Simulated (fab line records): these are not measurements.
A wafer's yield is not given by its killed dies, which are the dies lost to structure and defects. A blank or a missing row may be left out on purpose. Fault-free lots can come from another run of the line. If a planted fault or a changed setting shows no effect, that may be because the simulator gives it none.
A single fault, viewed from 2 desks -- flow ritCmos -- each desk holds nothing but its own numbers, with what lay behind them at the end

## THE TOOL OWNER'S DESK: furnace-01
At RIT_WELLDRIVE_ANNEAL_00 (time 14700 s), the tool's own readings, given per lot that ran on this tool as the mean of the sampled wafers with a number. Any lot whose mean is over 4 standard deviations away from the usual mean is out of limits and marked OUT; that distance is given in the brackets.
Columns: A = runLengthS at RIT_WELLDRIVE_ANNEAL_00, usual 18269 s; B = spikeTcLoadC at RIT_WELLDRIVE_ANNEAL_00, usual 1129.5 C; C = tube_center_temp_C_max at RIT_WELLDRIVE_ANNEAL_00, usual 1102.8
lot,first seen here,A,B,C
L329,day 2 09:22,18273,1129.6,1102.6
L331,day 3 03:17,12401 (-99 or more) OUT,1131.2,1102.4
L332,day 3 08:22,12400 (-99 or more) OUT,1130.2,1102.5
L333,day 3 14:46,12399 (-99 or more) OUT,1130.4,1102.1
L350,day 6 19:56,18270,1130.0,1102.7
This desk's verdict: out of limits on L331, L332, L333, starting with L331 at day 3 03:17 (runLengthS at RIT_WELLDRIVE_ANNEAL_00). L329, L350: within limits.

## THE METROLOGY DESK
Lot by lot, what the gauges showed, no matter which tool ran the lot: averages of those sampled wafers that carry a number. Any lot whose mean is over 4 standard deviations away from the usual mean is out of limits and marked OUT; that distance is given in the brackets.
Columns: A = NWELL_OVL at RIT_NWELL_OVL_MEAS_06, usual 0.0 nm; B = NWELL_RS at RIT_WELLDRIVE_RS_MEAS_01, usual 275.9 ohm/sq; C = PWELL_RS at RIT_WELLDRIVE_RS_MEAS_02, usual 430.1 ohm/sq; D = CONTACT_OVL at RIT_CONTACT_OVL_MEAS_09, usual 0.2 nm
lot,first seen here,A,B,C,D
L327,day 1 22:32,0.1,275.6,430.2,-0.4
L328,day 2 03:01,0.9,275.7,430.0,1.2
L329,day 2 07:01,2.9,275.4,430.0,0.9
L330,day 2 11:19,-0.9,275.1,430.7,1.5
L331,day 2 19:12,-0.5,300.7 (+38) OUT,456.4 (+24) OUT,-3.3
L332,day 3 03:32,0.8,301.0 (+39) OUT,454.9 (+23) OUT,-0.9
L333,day 3 10:20,1.2,301.0 (+39) OUT,455.0 (+23) OUT,0.0
L335,day 3 18:31,-0.1,276.8,430.9,3.0
L342,day 5 01:22,0.7,275.0,428.9,2.2
L343,day 5 06:36,-2.3,277.1,430.9,-0.5
L345,day 5 15:40,1.2,275.7,430.2,0.2
L346,day 5 23:04,0.8,276.6,431.3,0.8
L347,day 6 03:02,0.1,275.6,430.7,0.8
L349,day 6 12:06,0.0,275.9,429.2,2.0
L350,day 6 17:06,0.2,276.0,429.8,-1.3
This desk finds L331, L332, L333 out of limits, with the earliest case on L331 at day 3 08:22 (NWELL_RS at RIT_WELLDRIVE_RS_MEAS_01). L327, L328, L329, L330, L335, L342, L343, L345, L346, L347, L349, L350: within limits.

## PUT TOGETHER
On L331, L332, L333, at day 3 03:17, an alarm was possible from the tool owner's desk.
At day 3 08:22 the metrology desk could have sounded an alarm, on L331, L332, L333.
RIT_WELLDRIVE_ANNEAL_00 was run on furnace-01 by each of the lots named.

## WHAT THE SIMULATOR PUT IN
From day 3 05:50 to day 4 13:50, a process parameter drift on furnace-01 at RIT_WELLDRIVE_ANNEAL_00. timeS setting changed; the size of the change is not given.
Lots struck among those shown: L331, L332, L333.
